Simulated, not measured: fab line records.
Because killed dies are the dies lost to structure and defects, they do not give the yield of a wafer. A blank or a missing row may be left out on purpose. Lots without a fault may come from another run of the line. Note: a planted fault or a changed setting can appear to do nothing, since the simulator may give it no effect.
Which tool did it? | flow berkeley cmos170 | 42 wafers from 14 lots sampled at 5 of the route's 331 steps

WHAT THE GAUGES SHOWED, per wafer
UCB170_START_BOW_MEAS_00.
lot  | measured    | on            | INCOMING_BOW (um)
L319 | day 1 10:01 | film metro-02 | 1 5 11
L321 | day 1 20:01 | film metro-03 | 5 6 6
L322 | day 2 01:00 | film metro-04 | 5 -1 -1
L323 | day 2 06:01 | film metro-04 | -11 0 11
L324 | day 2 11:00 | film metro-02 | 13 -8 0
L325 | day 2 16:02 | film metro-02 | 3 -5 -5
L326 | day 2 21:00 | film metro-03 | 6 0 0
L327 | day 3 02:01 | film metro-03 | 10 4 6
L328 | day 3 07:01 | film metro-02 | 4 -3 12
L330 | day 3 17:01 | film metro-04 | -1 4 -5
L332 | day 4 03:01 | film metro-04 | -3 1 7
L333 | day 4 08:00 | film metro-04 | 15 4 -6
L339 | day 5 14:02 | film metro-04 | -3 -9 1
L342 | day 6 05:01 | film metro-02 | -2 6 3

UCB170_NWELL_TW_MEAS_16.
lot  | measured    | on            | NWELL_TW
L319 | day 2 11:08 | film metro-02 | 1247 1243 1240
L321 | day 2 19:31 | film metro-02 | 1248 1236 1241
L322 | day 3 06:44 | film metro-02 | 1242 1249 1244
L323 | day 3 21:33 | film metro-02 | 1250 1244 1238
L324 | day 3 21:13 | film metro-04 | 1275 1264 1273
L325 | day 4 11:37 | film metro-02 | 1243 1236 1247
L326 | day 4 11:30 | film metro-04 | 1279 1267 1269
L327 | day 4 15:47 | film metro-04 | 1269 1267 1271
L328 | day 4 15:31 | film metro-01 | 1260 1260 1264
L330 | day 4 18:23 | film metro-02 | 1245 1243 1241
L332 | day 5 06:22 | film metro-04 | 1484 1485 1493
L333 | day 5 05:50 | film metro-01 | 1264 1267 1263
L339 | day 6 18:38 | film metro-01 | 1485 1492 1478
L342 | day 7 11:49 | film metro-01 | 1253 1253 1259

UCB170_ACTIVE_THK_MEAS_06.
lot  | measured    | on            | ACTIVE_NITRIDE_THK (nm)
L319 | day 4 17:04 | film metro-03 | 220.4 221.2 219.0
L321 | day 5 08:38 | film metro-02 | 222.3 223.2 223.9
L322 | day 5 18:11 | film metro-02 | 223.6 220.2 220.4
L323 | day 5 18:12 | film metro-03 | 223.8 221.8 224.7
L324 | day 5 18:11 | film metro-04 | 221.6 222.3 222.5
L325 | day 6 17:32 | film metro-02 | 220.4 220.1 220.1
L326 | day 6 17:31 | film metro-04 | 221.9 223.3 221.8
L327 | day 7 00:46 | film metro-03 | 220.6 222.8 219.2
L328 | day 7 00:46 | film metro-02 | 226.2 223.2 224.3
L330 | day 7 00:49 | film metro-03 | 223.6 225.1 225.1
L332 | day 7 10:42 | film metro-03 | 224.8 225.0 226.3
L333 | day 7 05:17 | film metro-04 | 222.1 222.2 221.8
L339 | day 9 01:30 | film metro-03 | 221.3 220.1 220.1
L342 | day 9 14:44 | film metro-04 | 218.7 218.4 219.9

WHAT TOOL EACH LOT RAN ON (gives the tool, then ch and the chambers of the sampled wafers, and finally the start)
lot  | UCB170_NWELL_IMPLANT_14        | UCB170_NWELL_STRIP_15
L319 | implanter-02 ch 0, day 2 10:50 | plasma asher-01 ch 1, day 2 10:57
L321 | implanter-03 ch 0, day 2 19:17 | plasma asher-02 ch 0,1, day 2 19:24
L322 | implanter-02 ch 0, day 3 06:29 | plasma asher-03 ch 0,1, day 3 06:38
L323 | implanter-02 ch 0, day 3 21:19 | plasma asher-01 ch 0,1, day 3 21:26
L324 | implanter-03 ch 0, day 3 20:58 | plasma asher-01 ch 0,1, day 3 21:07
L325 | implanter-02 ch 0, day 4 11:24 | plasma asher-01 ch 0,1, day 4 11:32
L326 | implanter-03 ch 0, day 4 11:15 | plasma asher-01 ch 0,1, day 4 11:24
L327 | implanter-03 ch 0, day 4 15:33 | plasma asher-01 ch 0,1, day 4 15:40
L328 | implanter-02 ch 0, day 4 15:16 | plasma asher-02 ch 0,1, day 4 15:24
L330 | implanter-03 ch 0, day 4 18:10 | plasma asher-02 ch 0,1, day 4 18:17
L332 | implanter-02 ch 0, day 5 06:08 | plasma asher-02 ch 0,1, day 5 06:15
L333 | implanter-01 ch 0, day 5 05:35 | plasma asher-01 ch 0,1, day 5 05:44
L339 | implanter-02 ch 0, day 6 18:25 | plasma asher-03 ch 0,1, day 6 18:33
L342 | implanter-01 ch 0, day 7 11:35 | plasma asher-03 ch 0,1, day 7 11:42
- UCB170_NWELL_IMPLANT_14
- UCB170_NWELL_STRIP_15: strips in O2.

AS READ BY THE TOOLS THEMSELVES (means over the sampled wafers that have a number; for cases with no such wafer, the mark the record gives instead)
UCB170_NWELL_IMPLANT_14.
lot  | tool         | dose ions cm2 | faraday current uA
L319 | implanter-02 | 1.0016e+13    | 31.9
L321 | implanter-03 | 1.0009e+13    | 31.9
L322 | implanter-02 | 1.0013e+13    | 31.8
L323 | implanter-02 | 1.0011e+13    | 31.0
L324 | implanter-03 | 9.9977e+12    | 32.2
L325 | implanter-02 | 1.0009e+13    | 31.4
L326 | implanter-03 | 9.9977e+12    | 31.8
L327 | implanter-03 | 1.0003e+13    | 32.1
L328 | implanter-02 | 1.0010e+13    | 31.6
L330 | implanter-03 | 9.9990e+12    | 32.5
L332 | implanter-02 | 1.6564e+13    | 52.1
L333 | implanter-01 | 9.9910e+12    | 31.2
L339 | implanter-02 | 1.6557e+13    | 52.3
L342 | implanter-01 | 1.0010e+13    | 32.2

UCB170_NWELL_STRIP_15.
lot  | tool            | drypump motor current A (A) | oes product au (a.u.) | strip time to endpoint s (s)
L319 | plasma asher-01 | 6.4                         | 0.724                 | 17.95
L321 | plasma asher-02 | 6.3                         | 0.714                 | 17.95
L322 | plasma asher-03 | 5.3                         | 0.722                 | 18.01
L323 | plasma asher-01 | 5.7                         | 0.728                 | 17.99
L324 | plasma asher-01 | 5.7                         | 0.719                 | 18.06
L325 | plasma asher-01 | 6.0                         | 0.719                 | 18.11
L326 | plasma asher-01 | 6.0                         | 0.721                 | 18.00
L327 | plasma asher-01 | 5.7                         | 0.718                 | 18.02
L328 | plasma asher-02 | 6.0                         | 0.727                 | 18.07
L330 | plasma asher-02 | 6.0                         | 0.718                 | 18.05
L332 | plasma asher-02 | 6.0                         | 0.726                 | 18.11
L333 | plasma asher-01 | 5.7                         | 0.721                 | 18.01
L339 | plasma asher-03 | 5.3                         | 0.721                 | 17.99
L342 | plasma asher-03 | 5.3                         | 0.718                 | 17.95

THE ANSWER, worked out from the rows above alone
Rule: the lots themselves supply what counts as usual. Put in order of their means at a reading, lots are off if they are a third of the lots or fewer, leave a main group of 4 or more, and stand apart from it by a gap of 3 or more times the standard deviation of the main group's means; of several such gaps the widest counts. The tables above print the reading to a certain number of digits; a main group whose means all agree to those digits is not used. A lot without any number at a reading at which 4 lots or more have one is off too. Any other lot the step has rows for is counted as sound. The gauges are gone through in route order, then the tools' own readings, and for those a lot's mean is taken as printed above. The first step at which some lot is off is used, and at that step the reading that is off furthest; a lot without a number counts as furthest.
Off: L332, L339, seen at UCB170_NWELL_TW_MEAS_16 (NWELL_TW). The main group: mean 1254, standard deviation 12.
A tool fits if, at a process step before that reading, it ran every lot that is off, and no sound lot after the first of them. The gauges at UCB170_NWELL_TW_MEAS_16 aren't tried: what is off there is off at UCB170_NWELL_IMPLANT_14 too, on other tools, and a gauge's error can't cause that. One fits: implanter-02 at UCB170_NWELL_IMPLANT_14. Its last sound lot is L328 (day 4 15:16), its first lot that is off L332 (day 5 06:08): a fault that began between those two fits.
The tool's own readings at UCB170_NWELL_IMPLANT_14 bear it out: on the lots that are off they differ by more than 5 times the standard deviation of the sound lots' means. dose ions cm2 reads 1.6560e+13 there against 1.0006e+13 on the sound lots; faraday current uA reads 52.2 there against 31.8 on the sound lots.

WHAT WAS PUT IN BY THE SIMULATOR
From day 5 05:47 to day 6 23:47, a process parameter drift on implanter-02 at UCB170_NWELL_IMPLANT_14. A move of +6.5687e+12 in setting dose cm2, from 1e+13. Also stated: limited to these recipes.
Shown lots that were struck: L332, L339. The rule above reached the same finding.
